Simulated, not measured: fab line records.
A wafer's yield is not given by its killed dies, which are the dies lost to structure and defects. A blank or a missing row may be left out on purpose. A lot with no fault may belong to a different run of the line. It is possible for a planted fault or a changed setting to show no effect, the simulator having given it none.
Comparing a struck lot with a sound one || flow ritCmos || 18 steps out of a route of 202
Sound: wafers L636.4, L636.5, L636.6. Wafers L632.2, L632.4, L632.5 were the ones struck. Last of all comes the cause.
Per side, at each step with rows, come the tool, then ch with its chambers, and then its first start. Under that, the readings that differ: sound wafers || struck wafers || difference of the means || sigmas: that difference in standard deviations of wafers without a fault.
alike: a reading whose means differ by less than 2 such deviations, as well as words and numbers matching on both sides. not compared: withheld readings; readings where some wafer has no value; bounds like >300 that might hide an equal value; numbers whose values overlap and for which the record gives no deviation.
The two part at a step that has a row with sigmas, a row that says differs or no value, or rows on one side only. When numbers do not overlap yet have no deviation, they are printed without sigmas and do not part them. Lack of a reading on every wafer of one side parts them only where that side has two or more wafers.

first, 1 step without rows for these wafers: RIT_PLDD_IMPLANT_08.
RIT_PLDD_STRIP_09: strips in O2, time 180 s.
  sound on plasmaAsher-03 ch 0,1, day 7 04:46; struck on plasmaAsher-04 ch 1, day 6 11:03
  alike: drypumpMotorCurrentA
  not compared: rfHoursCounterH
RIT_PLDD_TW_MEAS_10:
  sound: filmMetro-02 at day 7 04:55; struck: filmMetro-03 at day 6 11:14
  alike: PLDD_TW
then, 4 steps without rows for these wafers: RIT_SPACER_CLEAN_00 (cleans in SC1, time 600 s); RIT_SPACER_CLEAN_01 (cleans in dHF, time 30 s); RIT_SPACER_CLEAN_02 (cleans in SC2, time 600 s); RIT_SPACER_CVD_03 (deposits Si3N4 from SiH2Cl2/NH3, target thk 250 nm, time 3300 s).
RIT_SPACER_THK_MEAS_04:
  sound: filmMetro-01 at day 7 07:15; struck: filmMetro-01 at day 6 13:38
  alike: SPACER_NITRIDE_THK
RIT_SPACER_ETCHBACK_05: etches Si3N4 in SF6/CHF3, stops on SiO2, target depth 250 nm, time 240 s.
  sound on rieDiel-04 ch 2,3, day 7 07:17; struck on rieDiel-04 ch 0,2,3, day 6 13:41
  alike: drypumpMotorCurrentA, oesProductAu, throttleValvePct
  not compared: rfHoursCounterH
then, 3 steps without rows for these wafers: RIT_NSD_HMDS_00 (prime time 60 s); RIT_NSD_COAT_01 (resist thk 1000 nm); RIT_NSD_SOFTBAKE_02 (time 60 s).
RIT_NSD_EXPOSE_03: exposes mask M9, target cd 40700 nm.
  sound on ilineStepper-01 ch 0, day 7 08:08; struck on ilineStepper-02 ch 0, day 6 14:29
{"reading": "model.NSD.overlayXNm (nm)", "sound": "0.8031 0.8031 0.8031", "struck": "359.6 359.6 359.6", "difference": "+358.8", "sigmas": ""}
  alike: mask, reticleTempC
then, 2 steps without rows for these wafers: RIT_NSD_PEB_04; RIT_NSD_DEVELOP_05 (develop time 50 s).
RIT_NSD_OVL_MEAS_06:
  sound: overlay-02 at day 7 08:29; struck: overlay-01 at day 6 14:52
{"reading": "NSD_OVL (nm)", "sound": "0.7 0.0 1.5", "struck": "358.2 359.2 358.7", "difference": "+358.0", "sigmas": "+99 or more"}
then, 1 step without rows for these wafers: RIT_NSD_HARDBAKE_07 (time 60 s).
RIT_M1_PROBE_99:
  sound: prober-01 at day 7 19:47; struck: prober-01 at day 7 00:59
  alike: killedAtFrontEnd, killedDies, killedOpen, killedShort
  not compared: model.etest.pmos_0p15.rOnOhmUm, model.etest.nmos_0p15.rOnOhmUm, model.etest.nmos_0p15.driveUaUm, model.etest.pmos_0p15.driveUaUm, model.etest.npolyLine.lineOhmUm, model.etest.ppolyLine.lineOhmUm, model.etest.npolyLine.widthNm, model.etest.ppolyLine.widthNm

== WHERE THEY PART ==
At RIT_NSD_OVL_MEAS_06 and nowhere else, as far as this record goes. Later steps at which nothing parts them and some readings are alike: RIT_M1_PROBE_99.

WHY: whatever the simulator had introduced
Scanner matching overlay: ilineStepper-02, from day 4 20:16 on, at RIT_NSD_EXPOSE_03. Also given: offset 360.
